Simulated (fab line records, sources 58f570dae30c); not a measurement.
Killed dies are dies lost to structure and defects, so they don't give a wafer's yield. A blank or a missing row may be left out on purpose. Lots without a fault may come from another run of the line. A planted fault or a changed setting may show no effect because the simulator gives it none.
Problem report in the 8D (eight disciplines) form, filled by code | flow berkeley_cmos170 | the parts of the form that need people (team, actions taken, sign-off) are left out

1. THE PROBLEM
NSD_TW at UCB170_NSD_TW_MEAS_10 reads a mean of 30 on 3 wafers of 1 lot; wafers without a fault read 4183 with a standard deviation of 54. That is -77 standard deviations from the usual mean.
First seen on wafer L324.1, day 9 19:46, on film_metro-04. The record holds 39 wafers of 13 lots with a number at this step. Rule for "out", or "out of limits": more than 4 standard deviations from the usual mean. The other wafers with a number count as sound.

2. WHAT IT IS AND WHAT IT IS NOT
question                    | is                     | is not
which readings at this step | NSD_TW                 | -
which lots                  | L324                   | L318, L319, L320, L321, L322, L331, L334, L336, L337, L338, L339, L340
which wafers of those lots  | all that have a number | -
read on which gauges        | film_metro-04          | film_metro-02, film_metro-03
when                        | from day 9 19:46       | up to then (15 sound wafers); but 21 sound wafers of L331, L334, L336, L337, L338, L339, L340 came after

3. SUSPECTS, AND WHAT RULES EACH OUT
Counting: a tool at a process step up to the reading stays a suspect if it ran every lot that is out and no sound lot after the first of them.
- the gauge at UCB170_NSD_TW_MEAS_10: ruled out. All the wafers that are out were read on film_metro-04, but those of them that UCB170_PSD_STRIP_09 has rows for are out there too, on other tools.
- plasma_asher-01 at UCB170_NLDD_STRIP_10 (strips in O2): ruled out as a lasting fault. Sound lots L331, L334, L340 ran on it after its first lot that is out, L324 (day 9 10:26).
- plasma_asher-04 at UCB170_PSD_STRIP_09 (strips in O2): ruled out as a lasting fault. Sound lots L336, L338 ran on it after its first lot that is out, L324 (day 9 16:53).
- plasma_asher-01 at UCB170_NSD_STRIP_09 (strips in O2): ruled out as a lasting fault. Sound lots L331, L336, L337, L340 ran on it after its first lot that is out, L324 (day 9 19:40).
Left after counting: nothing in the record.

4. THE CAUSE (what the simulator had put in)
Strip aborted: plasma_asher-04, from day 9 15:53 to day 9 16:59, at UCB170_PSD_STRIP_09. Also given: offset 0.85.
Counting ruled it out, wrongly: the rule takes a fault to strike every lot that its tool runs from its start on, and this one did not.

5. THE CHAIN OF EFFECTS, in route order
Each row: a reading whose mean over the struck wafers that have a number lies more than 3 standard deviations from the usual. Only readings for which the record gives a usual standard deviation are gone through. hours: the time from each lot's start at the first step in this table that gives one to its start at this step, as a median over the lots. sigmas: the change in usual standard deviations.
hours | step                  | reading                  | usual      | on struck wafers | change | sigmas
0     | UCB170_PSD_STRIP_09   | oes_product_au           | 0.601 a.u. | 0.442            | -0.159 | -33
3     | UCB170_NSD_STRIP_09   | oes_product_au           | 0.535 a.u. | 0.606            | +0.071 | +17
3     | UCB170_NSD_STRIP_09   | strip_time_to_endpoint_s | 35.84 s    | 56.30            | +20.46 | +99 or more
3     | UCB170_NSD_TW_MEAS_10 | NSD_TW                   | 4183       | 30               | -4153  | -77
The process steps in it:
- UCB170_PSD_STRIP_09: strips in O2.
- UCB170_NSD_STRIP_09: strips in O2.
Readings that are blank on the struck wafers while sound wafers have them: strip_time_to_endpoint_s at UCB170_PSD_STRIP_09.

6. WHAT WOULD HAVE CAUGHT IT SOONER
In this record the first reading out of limits at a measuring or inspecting step was taken at day 9 19:46, 4 hours after the fault began at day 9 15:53.
The tool's own readings at UCB170_PSD_STRIP_09 were out on every struck wafer that the step has a row for (oes_product_au): an alarm limit on them would have fired on the first of those.
